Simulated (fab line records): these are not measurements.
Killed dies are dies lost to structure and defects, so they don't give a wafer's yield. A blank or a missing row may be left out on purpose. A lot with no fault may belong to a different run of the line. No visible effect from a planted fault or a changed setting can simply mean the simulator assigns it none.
Check for tools in common + flow berkeleyCmos170 + Sample size 13 lots and 39 wafers

## WHAT PROMPTED THE OPENING
Of 13 lots, 1 have the reading PFIELD_TW flagged at UCB170_PFIELD_TW_MEAS_09. No-fault wafers: 606, standard deviation 6.
Rule: a lot gets a flag if all its wafers with a number sit over 4 standard deviations from that mean, or if no wafer of it has a number. The other lots count as sound.

| lot  | measured     | on           | PFIELD_TW, wafer by wafer | flag    |
|------|--------------|--------------|---------------------------|---------|
| L456 | day 5 04:21  | filmMetro-02 | 611 609 611               |         |
| L457 | day 5 04:31  | filmMetro-01 | 603 601 602               |         |
| L459 | day 5 14:16  | filmMetro-02 | 30 30 30                  | FLAGGED |
| L465 | day 7 04:24  | filmMetro-04 | 610 615 613               |         |
| L466 | day 7 04:26  | filmMetro-01 | 598 597 599               |         |
| L468 | day 7 10:56  | filmMetro-01 | 598 598 600               |         |
| L470 | day 7 21:10  | filmMetro-04 | 614 614 612               |         |
| L472 | day 8 14:37  | filmMetro-04 | 612 610 609               |         |
| L473 | day 8 22:08  | filmMetro-01 | 598 598 600               |         |
| L477 | day 9 08:45  | filmMetro-02 | 607 607 612               |         |
| L476 | day 9 09:01  | filmMetro-04 | 611 609 613               |         |
| L478 | day 9 09:17  | filmMetro-02 | 609 607 606               |         |
| L479 | day 10 09:55 | filmMetro-02 | 604 605 605               |         |
The mean of the flagged lots' numbers is 30, -576 from the usual (-96 standard deviations).

## WHICH TOOL RAN EACH LOT
3 process steps preceding the reading are held in the record, out of 331 steps in the route. Each cell gives the tool, then ch followed by the chambers the sampled wafers passed through, then the start.
| lot  | flag    | UCB170_PWELL_ETCH_14             | UCB170_ACTIVE_ETCH_15            | UCB170_PFIELD_EXPOSE_03          |
|------|---------|----------------------------------|----------------------------------|----------------------------------|
| L456 |         | rieDiel-03 ch 0,1, day 3 14:16   | rieDiel-01 ch 0,3, day 5 01:33   | krfScanner-02 ch 0, day 5 03:10  |
| L457 |         | rieDiel-04 ch 0,2, day 3 14:19   | rieDiel-02 ch 1,2,3, day 5 00:55 | krfScanner-01 ch 0, day 5 03:26  |
| L459 | FLAGGED | rieDiel-03 ch 0,3, day 4 05:25   | rieDiel-03 ch 0,2, day 5 11:23   | krfScanner-01 ch 0, day 5 12:52  |
| L465 |         | rieDiel-04 ch 1,2, day 5 13:02   | rieDiel-01 ch 1,3, day 7 00:43   | krfScanner-01 ch 0, day 7 03:26  |
| L466 |         | rieDiel-01 ch 0,2,3, day 5 13:20 | rieDiel-03 ch 1,2,3, day 7 00:52 | krfScanner-01 ch 0, day 7 03:34  |
| L468 |         | rieDiel-01 ch 2,3, day 5 19:27   | rieDiel-02 ch 0,3, day 7 09:04   | krfScanner-01 ch 0, day 7 10:17  |
| L470 |         | rieDiel-03 ch 1,2, day 6 04:14   | rieDiel-02 ch 1,3, day 7 19:29   | krfScanner-01 ch 0, day 7 20:29  |
| L472 |         | rieDiel-03 ch 0,2, day 6 19:50   | rieDiel-02 ch 0,3, day 8 10:56   | krfScanner-02 ch 0, day 8 13:56  |
| L473 |         | rieDiel-03 ch 0,2,3, day 7 02:53 | rieDiel-03 ch 0,1,3, day 8 20:17 | krfScanner-02 ch 0, day 8 21:27  |
| L477 |         | rieDiel-03 ch 0,1,3, day 7 21:17 | rieDiel-02 ch 0,1,3, day 9 06:51 | krfScanner-01 ch 0, day 9 08:05  |
| L476 |         | rieDiel-04 ch 0,1,3, day 7 21:00 | rieDiel-01 ch 1,2, day 9 07:05   | krfScanner-02 ch 0, day 9 08:19  |
| L478 |         | rieDiel-04 ch 0,2,3, day 7 21:27 | rieDiel-03 ch 0,1, day 9 07:25   | krfScanner-01 ch 0, day 9 08:38  |
| L479 |         | rieDiel-04 ch 0,3, day 8 13:08   | rieDiel-01 ch 0,1, day 10 07:47  | krfScanner-01 ch 0, day 10 08:51 |
What is done by these steps:
- UCB170_PWELL_ETCH_14: etches Si3N4 in CH3F/Ar/O2, stops on SiO2, target depth 242 nm, time 151 s.
- UCB170_ACTIVE_ETCH_15: etches Si3N4 in CH3F/Ar/O2, stops on SiO2, target depth 242 nm, time 151 s.
- UCB170_PFIELD_EXPOSE_03: exposes mask PFIELD, target cd 1500 nm.
- UCB170_PFIELD_TW_MEAS_09

## FLAGGED OVER TOTAL, TOOL BY TOOL (the gauges that took the reading come last)
| step                     | tool          | lots run | flagged | share of the flagged lots | sound lots run after its first flagged lot |
|--------------------------|---------------|----------|---------|---------------------------|--------------------------------------------|
| UCB170_PWELL_ETCH_14     | rieDiel-01    | 2        | 0       | none                      | -                                          |
| UCB170_PWELL_ETCH_14     | rieDiel-03    | 6        | 1       | all                       | 4 (L470,L472,L473,L477)                    |
| UCB170_PWELL_ETCH_14     | rieDiel-04    | 5        | 0       | none                      | -                                          |
| UCB170_ACTIVE_ETCH_15    | rieDiel-01    | 4        | 0       | none                      | -                                          |
| UCB170_ACTIVE_ETCH_15    | rieDiel-02    | 5        | 0       | none                      | -                                          |
| UCB170_ACTIVE_ETCH_15    | rieDiel-03    | 4        | 1       | all                       | 3 (L466,L473,L478)                         |
| UCB170_PFIELD_EXPOSE_03  | krfScanner-01 | 9        | 1       | all                       | 7 (L465,L466,L468,L470,L477,L478,L479)     |
| UCB170_PFIELD_EXPOSE_03  | krfScanner-02 | 4        | 0       | none                      | -                                          |
| UCB170_PFIELD_TW_MEAS_09 | filmMetro-01  | 4        | 0       | none                      | -                                          |
| UCB170_PFIELD_TW_MEAS_09 | filmMetro-02  | 5        | 1       | all                       | 3 (L477,L478,L479)                         |
| UCB170_PFIELD_TW_MEAS_09 | filmMetro-04  | 4        | 0       | none                      | -                                          |

## WHAT THE TABLE ALLOWS
4 rows of the table ran every flagged lot: rieDiel-03 at UCB170_PWELL_ETCH_14, rieDiel-03 at UCB170_ACTIVE_ETCH_15, krfScanner-01 at UCB170_PFIELD_EXPOSE_03, filmMetro-02 at UCB170_PFIELD_TW_MEAS_09.
- rieDiel-03 at UCB170_PWELL_ETCH_14 ran 6 lots, 1 of them flagged. After the first flagged lot (L470, L472, L473, L477), sound lots still ran on it; a lasting fault on the whole tool would not permit that.
- rieDiel-03 at UCB170_ACTIVE_ETCH_15 ran 4 lots, 1 of them flagged. After the first flagged lot (L466, L473, L478), sound lots still ran on it; a lasting fault on the whole tool would not permit that.
- krfScanner-01 at UCB170_PFIELD_EXPOSE_03 ran 9 lots, 1 of them flagged. After the first flagged lot (L465, L466, L468, L470, L477, L478, L479), sound lots still ran on it; a lasting fault on the whole tool would not permit that.
- filmMetro-02 at UCB170_PFIELD_TW_MEAS_09 ran 5 lots, 1 of them flagged. After the first flagged lot (L477, L478, L479), sound lots still ran on it; a lasting fault on the whole tool would not permit that.
None of the table's rows ran every flagged lot and, after the first, no sound lot.

## WHAT THE SIMULATOR HAD INSERTED
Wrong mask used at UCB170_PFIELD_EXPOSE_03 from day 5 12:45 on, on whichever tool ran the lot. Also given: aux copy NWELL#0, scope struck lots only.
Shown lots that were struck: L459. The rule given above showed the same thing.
